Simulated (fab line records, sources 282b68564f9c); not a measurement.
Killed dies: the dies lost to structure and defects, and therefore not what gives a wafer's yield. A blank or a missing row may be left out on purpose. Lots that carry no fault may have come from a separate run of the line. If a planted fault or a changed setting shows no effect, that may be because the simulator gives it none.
fab line records	flow ritCmos
record lots=7	wafers=21	lastDay=7
route steps=202 shown NWELL@30 PWELL@39 M1@202
lots untouched by any fault: they come from a run of this same line in which no faults occurred
startH: start of the lot's first displayed wafer, in hours after the record's first day	waitH: how many hours have passed since the lot's step before this one	" identical to the entry in the row above	L1.1+2: a single row standing in for several wafers	- no value, or no start was given	* or withheld: withheld	< > ~ a bound
route shown NAME@n: names a module that has steps shown in the file, with the first one's number in the route	usual: mean and standard deviation over wafers with no fault	same: alike in all rows	chamber/n: place in a boat	sites: readings site by site	_std_site: the standard deviation of these	_edge_site: the outer-site mean with the inner-site mean subtracted	radiusMm: how far each site lies from the wafer's centre	mask NAME#n: copy n	behind: the most recent tool/chamber to have shaped the wafer	hold: cause of the lot's hold/its duration in hours/its outcome	device: transistor that didn't switch, given as n, p or np	end of line: the same wafers' tests at the end of the route	a step with no rows: only its recipe	killed: at the first sort, the dies lost to defects and structure; wafer yield is something else	map: the dies of a wafer, with x for killed, . for not killed, _ for no die there
set.NAME: the setting that was run; set.NAME@STEP: the one run at that earlier step	model.NAME: the simulator's own value behind a step, which no gauge read
lots at selected steps of the route; one table per step, one row per wafer
services: the hour from which a tool's chamber was out of use, counted from the record's first day as startH (under 0 if before that day), plus the number of hours and why
## steps
# step RIT_NWELL_SOFTBAKE_02
# recipe resist=NOVOLAK	tempC=90	timeS=60
# step RIT_NWELL_EXPOSE_03
# recipe maskId=M2	na=0.57	targetCdNm=43900	doseMj=250
# step RIT_NWELL_PEB_04
# recipe resist=NOVOLAK	tempC=withheld	timeS=withheld
# step RIT_NWELL_DEVELOP_05
# recipe resist=NOVOLAK	developTimeS=68	devTempC=23
# step RIT_NWELL_OVL_MEAS_06
# usual NWELL_OVL=-0.5/1.2
lot.wafer	tool	chamber	startH	waitH	NWELL_OVL[nm]
L374.1	overlay-02	-	20.35	-	0.4
L374.3	"	-	"	"	-0.5
L374.6	"	-	"	"	0.9
L377.2	overlay-01	-	35.57	-	-2.9
L377.5	"	-	"	"	0.5
L377.6	"	-	"	"	-1.5
L380.4	overlay-02	-	50.20	-	0.2
L380.5	"	-	"	"	-1.8
L380.6	"	-	"	"	0.3
L384.2	overlay-01	-	71.82	-	-1.6
L384.3	"	-	"	"	-0.5
L384.6	"	-	"	"	-2.0
L386.1	overlay-02	-	81.43	-	0.0
L386.3	"	-	"	"	-1.3
L386.5	"	-	"	"	-2.0
L392.3	overlay-02	-	114.75	-	-0.4
L392.4	"	-	"	"	-1.4
L392.6	"	-	"	"	0.4
L393.2	overlay-02	-	121.89	-	0.6
L393.4	"	-	"	"	0.9
L393.6	"	-	"	"	0.2
# step RIT_NWELL_HARDBAKE_07
# recipe resist=NOVOLAK	tempC=140	timeS=120
# step RIT_NWELL_IMPLANT_08
# recipe species=P	energyKev=170	doseCm2=5e+13	tiltDeg=7
# step RIT_NWELL_STRIP_09
# recipe chemistry=O2	timeS=180	resist=NOVOLAK	platenTempC=withheld	powerW=500	pressureMtorr=4000	o2FlowSccm=4000
# usual drypumpMotorCurrentA=5.23/0.24
lot.wafer	tool	chamber	startH	waitH	drypumpMotorCurrentA	rfHoursCounterH
L374.1	plasmaAsher-02	1	20.78	0.1	5.10	38
L374.3	"	1	"	"	5.10	-
L374.6	"	1	"	"	5.09	-
L377.2	plasmaAsher-02	0	36.00	0.1	5.53	40
L377.5	"	0	"	"	5.52	-
L377.6	"	1	"	"	5.09	-
L380.4	plasmaAsher-04	1	50.68	0.1	4.97	-
L380.5	"	0	"	"	5.04	-
L380.6	"	1	"	"	4.94	-
L384.2	plasmaAsher-04	1	72.25	0.1	4.93	43
L384.3	"	1	"	"	4.96	-
L384.6	"	1	"	"	4.96	-
L386.1	plasmaAsher-04	1	81.87	0.1	4.92	44
L386.3	"	0	"	"	5.04	-
L386.5	"	0	"	"	5.04	-
L392.3	plasmaAsher-04	0	115.35	0.1	5.07	-
L392.4	"	1	"	"	4.95	-
L392.6	"	1	"	"	4.91	-
L393.2	plasmaAsher-01	0	122.32	0.1	5.48	1
L393.4	"	1	"	"	5.43	-
L393.6	"	1	"	"	5.47	-
# step RIT_NWELL_TW_MEAS_10
# usual NWELL_TW=2160/18
lot.wafer	tool	chamber	startH	waitH	NWELL_TW
L374.1	filmMetro-03	-	20.96	0.1	2140
L374.3	"	-	"	"	2143
L374.6	"	-	"	"	2139
L377.2	filmMetro-01	-	36.19	0.1	2181
L377.5	"	-	"	"	2180
L377.6	"	-	"	"	2185
L380.4	filmMetro-04	-	50.82	0.1	2156
L380.5	"	-	"	"	2162
L380.6	"	-	"	"	2165
L384.2	filmMetro-01	-	72.44	0.1	2174
L384.3	"	-	"	"	2175
L384.6	"	-	"	"	2178
L386.1	filmMetro-03	-	82.04	0.1	2157
L386.3	"	-	"	"	2148
L386.5	"	-	"	"	2147
L392.3	filmMetro-04	-	115.49	0.1	2182
L392.4	"	-	"	"	2183
L392.6	"	-	"	"	2169
L393.2	filmMetro-04	-	122.50	0.1	2173
L393.4	"	-	"	"	2163
L393.6	"	-	"	"	2153
# step RIT_PWELL_HMDS_00
# recipe primeTimeS=60	primeTempC=140
# step RIT_PWELL_COAT_01
# recipe resist=NOVOLAK	spinRpm=2000	resistThkNm=1300
# step RIT_PWELL_SOFTBAKE_02
# recipe resist=NOVOLAK	tempC=90	timeS=60
# step RIT_PWELL_EXPOSE_03
# recipe maskId=M3	na=0.57	targetCdNm=43700	doseMj=250
# usual stageVelMmS=500.00/0.22
# same na=0.57
lot.wafer	tool	chamber	startH	waitH	mask	stageVelMmS	model.PWELL.overlayXNm
L374.1	ilineStepper-02	0	21.47	0.1	M3#0	500.05	-0.1023
L374.3	"	0	"	"	M3#0	499.76	-0.1023
L374.6	"	0	"	"	M3#0	500.00	-0.1023
L377.2	ilineStepper-02	0	36.71	0.1	M3#0	500.05	420.4
L377.5	"	0	"	"	M3#0	500.09	420.4
L377.6	"	0	"	"	M3#0	500.19	420.4
L380.4	ilineStepper-02	0	51.49	0.2	M3#0	500.52	419.5
L380.5	"	0	"	"	M3#0	500.16	419.5
L380.6	"	0	"	"	M3#0	500.53	419.5
L384.2	ilineStepper-02	0	73.08	0.2	M3#0	500.04	419.9
L384.3	"	0	"	"	M3#0	499.91	419.9
L384.6	"	0	"	"	M3#0	499.85	419.9
L386.1	ilineStepper-01	0	82.62	0.2	M3#0	500.11	0.6315
L386.3	"	0	"	"	M3#0	500.34	0.6315
L386.5	"	0	"	"	M3#0	499.96	0.6315
L392.3	ilineStepper-01	0	116.14	0.2	M3#0	499.82	0.9646
L392.4	"	0	"	"	M3#0	500.22	0.9646
L392.6	"	0	"	"	M3#0	500.13	0.9646
L393.2	ilineStepper-01	0	123.02	0.1	M3#0	499.88	-0.6082
L393.4	"	0	"	"	M3#0	499.89	-0.6082
L393.6	"	0	"	"	M3#0	500.04	-0.6082
# step RIT_PWELL_PEB_04
# recipe resist=NOVOLAK	tempC=withheld	timeS=withheld
# step RIT_PWELL_DEVELOP_05
# recipe resist=NOVOLAK	developTimeS=68	devTempC=23
# step RIT_PWELL_OVL_MEAS_06
# usual PWELL_OVL=0.5/1.3
lot.wafer	tool	chamber	startH	waitH	PWELL_OVL[nm]
L374.1	overlay-01	-	21.93	-	1.8
L374.3	"	-	"	"	0.5
L374.6	"	-	"	"	-1.2
L377.2	overlay-01	-	37.12	-	419.7
L377.5	"	-	"	"	418.3
L377.6	"	-	"	"	420.3
L380.4	overlay-01	-	51.88	-	420.9
L380.5	"	-	"	"	420.7
L380.6	"	-	"	"	419.1
L384.2	overlay-01	-	73.50	-	419.1
L384.3	"	-	"	"	421.2
L384.6	"	-	"	"	419.9
L386.1	overlay-02	-	83.05	-	2.3
L386.3	"	-	"	"	1.9
L386.5	"	-	"	"	0.2
L392.3	overlay-01	-	116.55	-	3.7
L392.4	"	-	"	"	1.4
L392.6	"	-	"	"	0.3
L393.2	overlay-01	-	123.44	-	-1.3
L393.4	"	-	"	"	-0.5
L393.6	"	-	"	"	1.2
# step RIT_PWELL_HARDBAKE_07
# recipe resist=NOVOLAK	tempC=140	timeS=120
# step RIT_M1_PROBE_99
# usual killedAtContacts=0.1/0.31	killedAtFrontEnd=7.1/2.8	killedDies=7.2/2.8	killedOpen=3.5/2	killedShort=3.7/1.9
# same grossDies=264	killed_at_M0_to_M3=0	killed_at_M4_up=0	killedAtBackSide=0	killedAtOther=0
lot.wafer	tool	chamber	startH	waitH	killedAtContacts	killedAtFrontEnd	killedDies	killedOpen	killedShort	model.etest.wellEdgeLeft.lineOhmUm	model.etest.wellEdgeRight.lineOhmUm	model.etest.isoNwellNwell.bvV	model.etest.isoNplusNwell.lateralLog10AUm
L374.1	prober-01	-	56.28	0.1	0	15	15	8	7	182.4	186.6	21.82	-9.415
L374.3	prober-01	-	56.38	0.2	0	6	6	4	2	184.6	181.7	22.69	-9.43
L374.6	prober-01	-	56.53	0.2	0	5	5	0	5	182.5	180.9	22.16	-9.469
L377.2	prober-02	-	73.72	0.1	0	11	11	6	5	228	160.2	19.61	-9.51
L377.5	prober-02	-	73.87	0.2	0	4	4	0	4	222.8	158.2	19.96	-9.565
L377.6	prober-02	-	73.92	0.2	0	4	4	2	2	228.1	161	19.77	-9.532
L380.4	prober-01	-	88.82	0.2	0	6	6	4	2	226.8	160.9	19.97	-9.524
L380.5	prober-01	-	88.87	0.2	0	6	6	4	2	226.3	160.2	19.51	-9.511
L380.6	prober-01	-	88.92	0.2	1	5	6	4	2	226.3	165	19.85	-9.493
L384.2	prober-01	-	110.07	0.1	0	8	8	3	5	226.9	160.8	19.93	-9.466
L384.3	prober-01	-	110.12	0.2	0	5	5	5	0	224.1	161.3	19.73	-9.529
L384.6	prober-01	-	110.27	0.2	0	7	7	7	0	224.9	160.5	19.32	-9.485
L386.1	prober-01	-	120.47	0.1	0	8	8	3	5	181.1	180.1	22.08	-9.484
L386.3	prober-01	-	120.57	0.2	0	9	9	3	5	184.5	179.6	21.67	-9.402
L386.5	prober-01	-	120.67	0.2	0	5	5	2	2	182.2	183.2	21.92	-9.418
L392.3	prober-01	-	159.27	0.2	0	7	7	3	4	182.5	183.2	22.38	-9.493
L392.4	prober-01	-	159.32	0.2	0	8	8	4	4	185.2	185.1	21.92	-9.479
L392.6	prober-01	-	159.42	0.2	0	3	3	2	1	183.7	184.3	22.27	-9.446
L393.2	prober-02	-	163.72	0.1	0	8	8	4	4	181.6	181.8	22.08	-9.47
L393.4	prober-02	-	163.82	0.2	0	5	5	3	2	180.7	182.5	21.96	-9.432
L393.6	prober-02	-	163.92	0.2	0	12	12	6	6	179.5	182.2	21.79	-9.428
# killed by level:class
L374.1 SILICIDE:geometricParticle:open=4 GATE:geometricParticle:short=3 GATE:geometricParticle:open=2 SILICIDE:geometricParticle:short=2 FOX1:geometricParticle:short=1 REOX:geometricParticle:open=1 SPACER:geometricParticle:short=1 SPACER:geometricParticle:open=1
L374.3 FOX1:geometricParticle:short=2 SPACER:geometricParticle:open=2 FOX1:geometricParticle:open=1 GATE:geometricParticle:open=1
L374.6 SPACER:geometricParticle:short=3 FOX2:geometricParticle:short=1 SILICIDE:geometricParticle:short=1
L377.2 SILICIDE:geometricParticle:short=3 FOX2:geometricParticle:open=2 FOX1:geometricParticle:open=1 FOX1:geometricParticle:short=1 GATE:geometricParticle:short=1 GATE:geometricParticle:open=1 REOX:geometricParticle:open=1 SILICIDE:geometricParticle:open=1
L377.5 GATE:geometricParticle:short=2 FOX1:geometricParticle:short=1 REOX:geometricParticle:short=1
L377.6 SPACER:geometricParticle:open=2 GATE:geometricParticle:short=1 SILICIDE:geometricParticle:short=1
L380.4 GATE:geometricParticle:open=2 FOX1:geometricParticle:short=1 SPACER:geometricParticle:open=1 SILICIDE:geometricParticle:short=1 SILICIDE:geometricParticle:open=1
L380.5 GATE:geometricParticle:open=4 GATE:geometricParticle:short=2
L380.6 GATE:geometricParticle:open=3 FOX1:geometricParticle:open=1 SILICIDE:geometricParticle:short=1 CONTACT:geometricParticle:short=1
L384.2 GATE:geometricParticle:short=3 FOX1:geometricParticle:short=2 GATE:geometricParticle:open=2 FOX1:geometricParticle:open=1
L384.3 SPACER:geometricParticle:open=2 FOX1:geometricParticle:open=1 FOX2:geometricParticle:open=1 GATE:geometricParticle:open=1
L384.6 GATE:geometricParticle:open=4 FOX1:geometricParticle:open=2 FOX2:geometricParticle:open=1
L386.1 FOX1:geometricParticle:open=3 FOX1:geometricParticle:short=2 FOX2:geometricParticle:short=1 GATE:geometricParticle:short=1 REOX:geometricParticle:short=1
L386.3 SILICIDE:geometricParticle:short=3 FOX2:geometricParticle:open=2 GATE:geometricParticle:short=2 SILICIDE:geometricParticle:open=1 NRETRO:coatMicrobubblePrinted=1
L386.5 GATE:geometricParticle:open=2 GATE:geometricParticle:short=1 SILICIDE:geometricParticle:short=1 NRETRO:coatMicrobubblePrinted=1
L392.3 FOX1:geometricParticle:short=2 GATE:geometricParticle:open=2 GATE:geometricParticle:short=2 REOX:geometricParticle:open=1
L392.4 GATE:geometricParticle:open=4 GATE:geometricParticle:short=3 REOX:geometricParticle:short=1
L392.6 FOX1:geometricParticle:open=2 GATE:geometricParticle:short=1
L393.2 SPACER:geometricParticle:short=3 GATE:geometricParticle:open=2 FOX2:geometricParticle:short=1 REOX:geometricParticle:open=1 SPACER:geometricParticle:open=1
L393.4 FOX1:geometricParticle:short=1 FOX2:geometricParticle:open=1 GATE:geometricParticle:open=1 REOX:geometricParticle:short=1 SPACER:geometricParticle:open=1
L393.6 FOX2:geometricParticle:short=2 GATE:geometricParticle:open=2 GATE:geometricParticle:short=2 REOX:geometricParticle:open=2 SPACER:geometricParticle:short=2 SPACER:geometricParticle:open=2
## services
tool	chamber	startH	hours	kind
ilineStepper-02	-	27.27	4.4	pm
ilineStepper-01	0	43.46	-	calibration
plasmaAsher-01	-	87.05	0.5	repair
plasmaAsher-01	-	108.75	9.0	pm
plasmaAsher-01	0	108.75	9.0	ventCycle
plasmaAsher-01	1	108.75	9.0	ventCycle
plasmaAsher-01	0	117.75	-	clean
plasmaAsher-01	1	117.75	-	clean
plasmaAsher-02	-	119.68	1.4	repair
## key
firstSign step=RIT_PWELL_OVL_MEAS_06	reading=PWELL_OVL	direction=up	sigmas=99+	usual=0.5	struck=419.9
effect none on later readings
modelEffect step=RIT_PWELL_EXPOSE_03	value=PWELL.overlayXNm	without=-0.09474	struck=419.9
modelEffect step=RIT_M1_PROBE_99	value=etest.wellEdgeLeft.lineOhmUm	without=183.2	struck=226
metAt RIT_PWELL_EXPOSE_03
struckWafers L377.2,L377.5,L377.6,L380.4,L380.5,L380.6,L384.2,L384.3,L384.6
testerLeftOut L377,L380,L384
onsetBetween 21.47 36.71
fault kind=scannerMatchingOverlay	tool=ilineStepper-02	chamber=-	onsetH=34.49	steps=RIT_PWELL_EXPOSE_03	offset=420
# testerLeftOut: of these lots the tester's yield and bins aren't shown, on N5 and GAA mostly nor the transistor test; their killed dies are dies lost to structure and defects alone, not to doping, threshold or leakage, so they don't give the yield
